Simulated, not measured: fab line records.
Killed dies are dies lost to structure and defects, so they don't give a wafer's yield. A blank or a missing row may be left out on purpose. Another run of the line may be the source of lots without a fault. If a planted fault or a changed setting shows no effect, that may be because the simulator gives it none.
Which of the tools did it? + flow berkeleyCmos170 + Sampling: 15 lots, 45 wafers, 6 of 331 route steps

== WHAT EACH GAUGE READ, for each wafer ==
UCB170_GATE_CD_MEAS_90 targets a cd of 350 nm.
| lot  | measured     | on       | cdNm (nm)         |
|------|--------------|----------|-------------------|
| L586 | day 6 00:57  | cdSem-01 | 348.0 348.1 349.4 |
| L587 | day 6 12:57  | cdSem-01 | 347.7 348.6 346.4 |
| L588 | day 6 12:43  | cdSem-01 | 353.6 352.7 351.4 |
| L589 | day 6 20:11  | cdSem-01 | 351.6 351.6 350.9 |
| L590 | day 6 19:52  | cdSem-02 | 349.5 351.5 351.9 |
| L591 | day 7 08:59  | cdSem-02 | 350.6 349.9 349.1 |
| L592 | day 7 09:14  | cdSem-02 | 350.9 350.4 351.0 |
| L593 | day 7 22:33  | cdSem-02 | 350.5 351.4 348.7 |
| L594 | day 7 22:25  | cdSem-01 | 351.6 352.4 352.4 |
| L595 | day 7 22:10  | cdSem-01 | 350.7 349.4 348.8 |
| L596 | day 8 10:32  | cdSem-01 | 353.0 350.2 353.6 |
| L597 | day 8 10:52  | cdSem-01 | 352.2 351.6 353.0 |
| L598 | day 8 11:05  | cdSem-02 | 348.1 347.1 346.8 |
| L605 | day 9 18:23  | cdSem-02 | 346.5 346.0 346.7 |
| L608 | day 10 19:39 | cdSem-01 | 350.3 347.8 348.9 |

UCB170_NSD_TW_MEAS_10.
| lot  | measured     | on           | NSD_TW         |
|------|--------------|--------------|----------------|
| L586 | day 6 15:53  | filmMetro-03 | 4126 4130 4128 |
| L587 | day 7 01:23  | filmMetro-01 | 4173 4167 4165 |
| L588 | day 7 01:01  | filmMetro-03 | 4137 4117 4120 |
| L589 | day 7 10:47  | filmMetro-03 | 4122 4142 4118 |
| L590 | day 7 10:29  | filmMetro-01 | 4175 4181 4185 |
| L591 | day 8 00:43  | filmMetro-02 | 4187 4188 4208 |
| L592 | day 8 01:11  | filmMetro-01 | 4402 4388 4373 |
| L593 | day 8 10:16  | filmMetro-01 | 4162 4172 4167 |
| L594 | day 8 10:47  | filmMetro-03 | 4347 4345 4354 |
| L595 | day 8 09:41  | filmMetro-01 | 4175 4188 4177 |
| L596 | day 9 02:34  | filmMetro-02 | 4171 4214 4172 |
| L597 | day 9 03:02  | filmMetro-03 | 4131 4147 4129 |
| L598 | day 9 03:05  | filmMetro-03 | 4328 4324 4352 |
| L605 | day 10 07:07 | filmMetro-02 | 4217 4183 4198 |
| L608 | day 11 14:02 | filmMetro-03 | 4110 4107 4139 |

UCB170_SDANNEAL_RS_MEAS_03: measurement is done with a four-point probe.
| lot  | measured     | on           | NSD_RS (ohm/sq)   |
|------|--------------|--------------|-------------------|
| L586 | day 6 17:26  | filmMetro-02 | 37.24 37.39 37.28 |
| L587 | day 7 02:37  | filmMetro-01 | 37.41 37.22 37.28 |
| L588 | day 7 02:15  | filmMetro-02 | 37.14 37.02 37.07 |
| L589 | day 7 12:14  | filmMetro-01 | 37.33 37.29 37.18 |
| L590 | day 7 11:47  | filmMetro-02 | 37.32 37.40 37.31 |
| L591 | day 8 01:57  | filmMetro-03 | 37.38 37.29 37.35 |
| L592 | day 8 02:38  | filmMetro-02 | 30.20 30.23 30.22 |
| L593 | day 8 11:50  | filmMetro-01 | 37.30 37.28 37.20 |
| L594 | day 8 12:11  | filmMetro-03 | 30.28 30.21 30.25 |
| L595 | day 8 11:32  | filmMetro-02 | 37.11 37.15 37.13 |
| L596 | day 9 04:01  | filmMetro-03 | 37.41 37.20 37.35 |
| L597 | day 9 04:32  | filmMetro-03 | 37.25 37.28 37.27 |
| L598 | day 9 04:20  | filmMetro-02 | 30.19 30.13 30.24 |
| L605 | day 10 08:20 | filmMetro-01 | 37.34 37.30 37.25 |
| L608 | day 11 16:53 | filmMetro-03 | 37.39 37.37 37.39 |

== WHICH TOOL RAN EACH LOT (tool, then ch and the chambers of the sampled wafers, then the start) ==
| lot  | UCB170_ZERO_STRIP_07               | UCB170_NSD_IMPLANT_08           | UCB170_NSD_STRIP_09                |
|------|------------------------------------|---------------------------------|------------------------------------|
| L586 | plasmaAsher-01 ch 0,1, day 1 18:22 | implanter-02 ch 0, day 6 15:40  | plasmaAsher-04 ch 0,1, day 6 15:47 |
| L587 | plasmaAsher-03 ch 0,1, day 1 22:52 | implanter-03 ch 0, day 7 01:08  | plasmaAsher-02 ch 0,1, day 7 01:17 |
| L588 | plasmaAsher-04 ch 0,1, day 2 05:55 | implanter-03 ch 0, day 7 00:48  | plasmaAsher-03 ch 0,1, day 7 00:56 |
| L589 | plasmaAsher-04 ch 0,1, day 2 08:56 | implanter-02 ch 0, day 7 10:34  | plasmaAsher-03 ch 0,1, day 7 10:41 |
| L590 | plasmaAsher-01 ch 0,1, day 2 15:32 | implanter-03 ch 0, day 7 10:14  | plasmaAsher-02 ch 0,1, day 7 10:23 |
| L591 | plasmaAsher-03 ch 0,1, day 2 19:47 | implanter-03 ch 0, day 8 00:28  | plasmaAsher-03 ch 0,1, day 8 00:37 |
| L592 | plasmaAsher-03 ch 0,1, day 3 00:37 | implanter-04 ch 0, day 8 00:37  | plasmaAsher-02 ch 0,1, day 8 01:05 |
| L593 | plasmaAsher-01 ch 0, day 3 07:14   | implanter-03 ch 0, day 8 10:02  | plasmaAsher-04 ch 0,1, day 8 10:09 |
| L594 | plasmaAsher-04 ch 0,1, day 3 12:49 | implanter-02 ch 0, day 8 10:06  | plasmaAsher-03 ch 0,1, day 8 10:40 |
| L595 | plasmaAsher-04 ch 1, day 3 17:49   | implanter-02 ch 0, day 8 09:17  | plasmaAsher-02 ch 0,1, day 8 09:35 |
| L596 | plasmaAsher-04 ch 0, day 4 00:35   | implanter-03 ch 0, day 9 02:19  | plasmaAsher-04 ch 0,1, day 9 02:28 |
| L597 | plasmaAsher-01 ch 0,1, day 4 05:56 | implanter-03 ch 0, day 9 02:49  | plasmaAsher-03 ch 0,1, day 9 02:57 |
| L598 | plasmaAsher-04 ch 0,1, day 4 11:14 | implanter-04 ch 0, day 9 02:29  | plasmaAsher-02 ch 0,1, day 9 02:58 |
| L605 | plasmaAsher-03 ch 0,1, day 5 19:14 | implanter-02 ch 0, day 10 06:52 | plasmaAsher-02 ch 1, day 10 07:01  |
| L608 | plasmaAsher-03 ch 0, day 6 10:59   | implanter-03 ch 0, day 11 13:48 | plasmaAsher-04 ch 0, day 11 13:55  |
- UCB170_ZERO_STRIP_07: strips in O2.
- UCB170_NSD_IMPLANT_08
- UCB170_NSD_STRIP_09: strips in O2.

== WHAT THE TOOLS THEMSELVES READ (means of the sampled wafers that have a number; where no wafer has one, the mark that the record gives instead) ==
UCB170_ZERO_STRIP_07.
| lot  | tool           | drypumpMotorCurrentA (A) | oesProductAu (a.u.) | stripTimeToEndpointS (s) |
|------|----------------|--------------------------|---------------------|--------------------------|
| L586 | plasmaAsher-01 | 5.2                      | 0.732               | 21.41                    |
| L587 | plasmaAsher-03 | 5.7                      | 0.723               | 21.42                    |
| L588 | plasmaAsher-04 | 6.2                      | 0.728               | 21.46                    |
| L589 | plasmaAsher-04 | 6.2                      | 0.728               | 21.45                    |
| L590 | plasmaAsher-01 | 5.5                      | 0.728               | 21.52                    |
| L591 | plasmaAsher-03 | 5.7                      | 0.731               | 21.51                    |
| L592 | plasmaAsher-03 | 5.4                      | 0.727               | 21.61                    |
| L593 | plasmaAsher-01 | 5.9                      | 0.727               | 21.40                    |
| L594 | plasmaAsher-04 | 6.2                      | 0.726               | 21.42                    |
| L595 | plasmaAsher-04 | 6.1                      | 0.728               | 21.50                    |
| L596 | plasmaAsher-04 | 6.3                      | 0.728               | 21.51                    |
| L597 | plasmaAsher-01 | 5.2                      | 0.727               | 21.51                    |
| L598 | plasmaAsher-04 | 6.1                      | 0.725               | 21.43                    |
| L605 | plasmaAsher-03 | 5.7                      | 0.730               | 21.52                    |
| L608 | plasmaAsher-03 | 6.0                      | 0.729               | 21.43                    |

UCB170_NSD_STRIP_09.
| lot  | tool           | drypumpMotorCurrentA (A) | oesProductAu (a.u.) | stripTimeToEndpointS (s) |
|------|----------------|--------------------------|---------------------|--------------------------|
| L586 | plasmaAsher-04 | 6.2                      | 0.531               | 35.79                    |
| L587 | plasmaAsher-02 | 5.3                      | 0.532               | 35.79                    |
| L588 | plasmaAsher-03 | 5.4                      | 0.533               | 35.89                    |
| L589 | plasmaAsher-03 | 5.7                      | 0.537               | 35.82                    |
| L590 | plasmaAsher-02 | 5.3                      | 0.529               | 35.75                    |
| L591 | plasmaAsher-03 | 5.7                      | 0.529               | 35.88                    |
| L592 | plasmaAsher-02 | 5.3                      | 0.484               | 42.76                    |
| L593 | plasmaAsher-04 | 6.2                      | 0.532               | 35.76                    |
| L594 | plasmaAsher-03 | 5.4                      | 0.483               | 42.81                    |
| L595 | plasmaAsher-02 | 5.2                      | 0.532               | 35.84                    |
| L596 | plasmaAsher-04 | 6.1                      | 0.534               | 35.72                    |
| L597 | plasmaAsher-03 | 5.4                      | 0.532               | 35.91                    |
| L598 | plasmaAsher-02 | 5.3                      | 0.487               | 42.77                    |
| L605 | plasmaAsher-02 | 5.4                      | 0.530               | 35.78                    |
| L608 | plasmaAsher-04 | 6.3                      | 0.535               | 35.73                    |

== THE ANSWER, worked out from the rows above alone ==
Rule: usual is defined by the lots themselves. Put in order of their means at a reading, lots are off if they are a third of the lots or fewer, leave a main group of 4 or more, and stand apart from it by a gap of 3 or more times the standard deviation of the main group's means; of several such gaps the widest counts. A main group whose means are all the same, to the digits that the tables above print for the reading, isn't used. A lot without any number at a reading at which 4 lots or more have one is off too. All remaining lots with rows at the step are treated as sound. Order of review: gauges by route order, followed by the tools' own readings, for which a lot's mean as printed above is used. The first step at which some lot is off is used, and at that step the reading that is off furthest; a lot without a number counts as furthest.
Off: at UCB170_NSD_TW_MEAS_10 (NSD_TW), L592, L594, L598. For the main group the mean is 4159 and the standard deviation 29.
A tool fits if, at a process step before that reading, it ran every lot that is off, and no sound lot after the first of them. The gauges at UCB170_NSD_TW_MEAS_10 aren't tried: what is off there is off at UCB170_NSD_STRIP_09 too, on other tools, and a gauge's error can't cause that. None of those tried fits.

== WHAT HAD BEEN PUT IN BY THE SIMULATOR ==
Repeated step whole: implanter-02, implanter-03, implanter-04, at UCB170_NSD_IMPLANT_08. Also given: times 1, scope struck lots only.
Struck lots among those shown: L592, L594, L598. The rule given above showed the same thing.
